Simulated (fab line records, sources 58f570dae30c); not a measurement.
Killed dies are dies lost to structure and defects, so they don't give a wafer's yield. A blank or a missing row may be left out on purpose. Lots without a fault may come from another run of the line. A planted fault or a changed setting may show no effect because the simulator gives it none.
Which tool did it? | flow berkeley_cmos170 | 14 lots, 42 wafers sampled, at 6 steps of a route of 331

WHAT THE GAUGES READ, wafer by wafer
UCB170_PWELL_THK_MEAS_06.
lot  | measured    | on            | PWELL_NITRIDE_THK (nm)
L238 | day 3 07:13 | film_metro-03 | 219.3 217.8 219.6
L240 | day 3 07:13 | film_metro-04 | 216.9 217.4 217.2
L241 | day 3 16:44 | film_metro-04 | 220.2 219.9 222.4
L243 | day 3 23:51 | film_metro-04 | 218.5 216.3 216.6
L244 | day 4 07:20 | film_metro-04 | 219.8 218.9 219.3
L246 | day 4 20:13 | film_metro-01 | 220.1 221.7 223.3
L247 | day 4 20:13 | film_metro-03 | 225.9 225.4 224.1
L248 | day 5 05:44 | film_metro-01 | 219.7 217.7 218.6
L250 | day 5 05:44 | film_metro-03 | 218.7 219.0 220.5
L251 | day 5 09:46 | film_metro-04 | 216.7 215.7 216.3
L252 | day 5 20:45 | film_metro-04 | 214.0 217.4 217.5
L254 | day 6 02:49 | film_metro-04 | 218.6 217.9 218.1
L260 | day 7 12:44 | film_metro-03 | 184.1 181.9 181.8
L261 | day 7 15:37 | film_metro-04 | 184.1 185.9 185.2

UCB170_ACTIVE_THK_MEAS_06.
lot  | measured    | on            | ACTIVE_NITRIDE_THK (nm)
L238 | day 4 09:16 | film_metro-02 | 219.3 220.1 220.3
L240 | day 4 09:16 | film_metro-01 | 218.2 217.8 217.5
L241 | day 4 15:52 | film_metro-01 | 222.0 221.7 219.4
L243 | day 5 00:18 | film_metro-02 | 221.8 220.0 221.6
L244 | day 5 07:39 | film_metro-03 | 222.0 223.2 222.1
L246 | day 6 00:52 | film_metro-02 | 218.5 217.3 219.8
L247 | day 6 00:53 | film_metro-01 | 215.1 217.6 217.3
L248 | day 6 04:42 | film_metro-03 | 218.6 216.7 219.2
L250 | day 6 04:45 | film_metro-02 | 220.6 220.5 221.0
L251 | day 6 07:44 | film_metro-03 | 218.5 219.2 219.6
L252 | day 7 00:40 | film_metro-02 | 217.4 215.9 220.3
L254 | day 7 03:50 | film_metro-01 | 219.5 218.4 219.9
L260 | day 8 11:47 | film_metro-02 | 218.0 217.5 217.5
L261 | day 8 19:20 | film_metro-01 | 218.5 218.4 217.7

UCB170_ACTIVE_OVL_MEAS_14.
lot  | measured    | on         | ACTIVE_OVL (nm)
L238 | day 4 11:44 | overlay-01 | -1 6 6
L240 | day 4 11:51 | overlay-01 | 3 1 3
L241 | day 4 17:07 | overlay-02 | -8 -4 -6
L243 | day 5 01:19 | overlay-01 | -1 -1 1
L244 | day 5 08:56 | overlay-01 | 7 2 6
L246 | day 6 02:13 | overlay-01 | 2 -3 6
L247 | day 6 02:30 | overlay-01 | -1 1 0
L248 | day 6 06:34 | overlay-01 | -3 -4 2
L250 | day 6 06:51 | overlay-01 | -1 5 0
L251 | day 6 08:49 | overlay-02 | 13 12 6
L252 | day 7 01:52 | overlay-01 | 0 6 -3
L254 | day 7 05:25 | overlay-02 | 0 0 3
L260 | day 8 12:56 | overlay-01 | -6 -1 0
L261 | day 8 21:48 | overlay-02 | 1 4 -4

WHICH TOOL RAN EACH LOT (tool, then ch and the chambers of the sampled wafers, then the start)
lot  | UCB170_PWELL_CVD_05        | UCB170_PWELL_ETCH_14              | UCB170_PWELL_STRIP_16
L238 | lpcvd-01 ch 0, day 3 05:17 | rie_diel-02 ch 1,3, day 3 08:40   | plasma_asher-03 ch 0,1, day 3 08:55
L240 | lpcvd-01 ch 0, day 3 05:17 | rie_diel-01 ch 0,3, day 3 08:57   | plasma_asher-01 ch 0,1, day 3 09:12
L241 | lpcvd-01 ch 1, day 3 14:49 | rie_diel-03 ch 0,2,3, day 3 18:11 | plasma_asher-01 ch 0,1, day 3 18:26
L243 | lpcvd-01 ch 1, day 3 21:56 | rie_diel-01 ch 2,3, day 4 01:09   | plasma_asher-01 ch 0,1, day 4 01:24
L244 | lpcvd-01 ch 1, day 4 04:28 | rie_diel-03 ch 0,1,2, day 4 09:50 | plasma_asher-03 ch 0,1, day 4 10:05
L246 | lpcvd-02 ch 1, day 4 18:18 | rie_diel-02 ch 1,2,3, day 4 21:44 | plasma_asher-03 ch 0,1, day 4 21:59
L247 | lpcvd-02 ch 0, day 4 18:18 | rie_diel-01 ch 1,2, day 4 21:38   | plasma_asher-01 ch 0,1, day 4 21:53
L248 | lpcvd-02 ch 1, day 5 03:49 | rie_diel-01 ch 1,2, day 5 06:47   | plasma_asher-04 ch 0,1, day 5 07:02
L250 | lpcvd-02 ch 1, day 5 03:49 | rie_diel-02 ch 0,3, day 5 06:54   | plasma_asher-01 ch 0,1, day 5 07:09
L251 | lpcvd-01 ch 0, day 5 07:51 | rie_diel-02 ch 0,3, day 5 10:56   | plasma_asher-04 ch 0,1, day 5 11:11
L252 | lpcvd-02 ch 1, day 5 18:50 | rie_diel-02 ch 0,1,3, day 5 22:10 | plasma_asher-01 ch 1, day 5 22:25
L254 | lpcvd-01 ch 0, day 6 00:52 | rie_diel-02 ch 0,1,2, day 6 05:02 | plasma_asher-04 ch 0,1, day 6 05:19
L260 | lpcvd-02 ch 0, day 7 09:52 | rie_diel-03 ch 0,2,3, day 7 14:01 | plasma_asher-01 ch 0,1, day 7 14:16
L261 | lpcvd-02 ch 0, day 7 12:44 | rie_diel-02 ch 1,2, day 7 16:53   | plasma_asher-03 ch 0,1, day 7 17:08
- UCB170_PWELL_CVD_05: deposits Si3N4 from SiH2Cl2/NH3, target thk 220 nm, time 3300 s.
- UCB170_PWELL_ETCH_14: etches Si3N4 in CH3F/Ar/O2, stops on SiO2, target depth 242 nm, time 151 s.
- UCB170_PWELL_STRIP_16: strips in O2.

WHAT THE TOOLS THEMSELVES READ (means of the sampled wafers that have a number; where no wafer has one, the mark that the record gives instead)
UCB170_PWELL_CVD_05.
lot  | tool     | sih2cl2_flow_sccm (sccm) | spike_tc_centre_C (C) | spike_tc_load_C (C) | spike_tc_source_C (C) | susceptor_temp_C (C) | zone_power_source_pct (%)
L238 | lpcvd-01 | 25.05                    | 803.2                 | 824.5               | 823.4                 | 799.8                | 20.5
L240 | lpcvd-01 | 25.00                    | 802.6                 | 824.1               | 822.7                 | 800.1                | 20.4
L241 | lpcvd-01 | 25.04                    | 802.0                 | 824.0               | 824.9                 | 800.1                | 19.2
L243 | lpcvd-01 | 24.97                    | 803.1                 | 822.9               | 823.1                 | 799.9                | 19.0
L244 | lpcvd-01 | 24.98                    | 802.4                 | 822.8               | 823.4                 | 800.0                | 18.9
L246 | lpcvd-02 | 25.01                    | 800.8                 | 823.5               | 822.2                 | 800.1                | 20.7
L247 | lpcvd-02 | 24.98                    | 801.8                 | 827.9               | 822.1                 | 799.9                | 25.1
L248 | lpcvd-02 | 25.06                    | 801.9                 | 825.3               | 822.3                 | 800.1                | 20.7
L250 | lpcvd-02 | 24.88                    | 801.3                 | 823.4               | 821.5                 | 800.3                | 20.5
L251 | lpcvd-01 | 25.02                    | 803.2                 | 825.1               | 823.5                 | 800.0                | 20.4
L252 | lpcvd-02 | 25.08                    | 801.1                 | 823.8               | 823.1                 | 799.6                | 20.6
L254 | lpcvd-01 | 24.96                    | 803.5                 | 824.4               | 822.3                 | 799.7                | 20.6
L260 | lpcvd-02 | 25.03                    | 803.2                 | 828.3               | 821.8                 | -                    | 25.0
L261 | lpcvd-02 | 25.02                    | 801.8                 | 827.4               | 821.6                 | -                    | 24.8

UCB170_PWELL_ETCH_14.
lot  | tool        | drypump_motor_current_A (A) | oes_product_au (a.u.) | rf_fwd_power_W (W) | throttle_valve_pct (%)
L238 | rie_diel-02 | 5.4                         | 0.945                 | 447.9              | 8.00
L240 | rie_diel-01 | 5.2                         | 0.933                 | 447.4              | 8.19
L241 | rie_diel-03 | 5.6                         | 0.944                 | 447.7              | 8.01
L243 | rie_diel-01 | 5.8                         | 0.914                 | 449.0              | 8.27
L244 | rie_diel-03 | 5.8                         | 0.951                 | 447.5              | 8.08
L246 | rie_diel-02 | 5.5                         | 0.949                 | 447.5              | 8.12
L247 | rie_diel-01 | 6.3                         | 0.952                 | 447.8              | 8.17
L248 | rie_diel-01 | 6.1                         | 0.942                 | 447.9              | 8.17
L250 | rie_diel-02 | 5.9                         | 0.956                 | 445.9              | 8.12
L251 | rie_diel-02 | 5.9                         | 0.959                 | 446.6              | 8.11
L252 | rie_diel-02 | 5.7                         | 0.948                 | 446.7              | 8.06
L254 | rie_diel-02 | 5.6                         | 0.945                 | 448.4              | 8.13
L260 | rie_diel-03 | 5.6                         | 0.850                 | 447.8              | 8.00
L261 | rie_diel-02 | 5.3                         | 0.855                 | 449.0              | 8.17

UCB170_PWELL_STRIP_16.
lot  | tool            | drypump_motor_current_A (A) | oes_product_au (a.u.) | strip_time_to_endpoint_s (s)
L238 | plasma_asher-03 | 5.91                        | 0.722                 | 18.15
L240 | plasma_asher-01 | 5.58                        | 0.717                 | 18.13
L241 | plasma_asher-01 | 5.58                        | 0.726                 | 18.25
L243 | plasma_asher-01 | 5.54                        | 0.724                 | 18.26
L244 | plasma_asher-03 | 5.82                        | 0.720                 | 18.11
L246 | plasma_asher-03 | 5.89                        | 0.726                 | 18.05
L247 | plasma_asher-01 | 5.56                        | 0.717                 | 18.28
L248 | plasma_asher-04 | 6.08                        | 0.718                 | 18.17
L250 | plasma_asher-01 | 5.54                        | 0.720                 | 18.07
L251 | plasma_asher-04 | 5.94                        | 0.725                 | 18.08
L252 | plasma_asher-01 | 5.61                        | 0.722                 | 18.04
L254 | plasma_asher-04 | 6.10                        | 0.720                 | 18.00
L260 | plasma_asher-01 | 5.54                        | 0.724                 | 18.20
L261 | plasma_asher-03 | 5.82                        | 0.726                 | 18.16

THE ANSWER, worked out from the rows above alone
Rule: what is usual is taken from the lots themselves. Put in order of their means at a reading, lots are off if they are a third of the lots or fewer, leave a main group of 4 or more, and stand apart from it by a gap of 3 or more times the standard deviation of the main group's means; of several such gaps the widest counts. A main group whose means are all the same, to the digits that the tables above print for the reading, isn't used. A lot without any number at a reading at which 4 lots or more have one is off too. The other lots that the step has rows for count as sound. The gauges are gone through in route order, then the tools' own readings, and for those a lot's mean is taken as printed above. The first step at which some lot is off is used, and at that step the reading that is off furthest; a lot without a number counts as furthest.
Off: L260, L261, at UCB170_PWELL_THK_MEAS_06 (PWELL_NITRIDE_THK). The main group: mean 219.1 nm, standard deviation 2.4.
A tool fits if, at a process step before that reading, it ran every lot that is off, and no sound lot after the first of them. The gauges at UCB170_PWELL_THK_MEAS_06 aren't tried: what is off there is off at UCB170_PWELL_CVD_05 too, on other tools, and a gauge's error can't cause that. One fits: lpcvd-02 at UCB170_PWELL_CVD_05. Its last sound lot is L252 (day 5 18:50), its first lot that is off L260 (day 7 09:52): a fault that began between those two fits.
Blank at UCB170_PWELL_CVD_05 on the lots that are off, where sound lots have numbers: susceptor_temp_C.

WHAT THE SIMULATOR HAD PUT IN
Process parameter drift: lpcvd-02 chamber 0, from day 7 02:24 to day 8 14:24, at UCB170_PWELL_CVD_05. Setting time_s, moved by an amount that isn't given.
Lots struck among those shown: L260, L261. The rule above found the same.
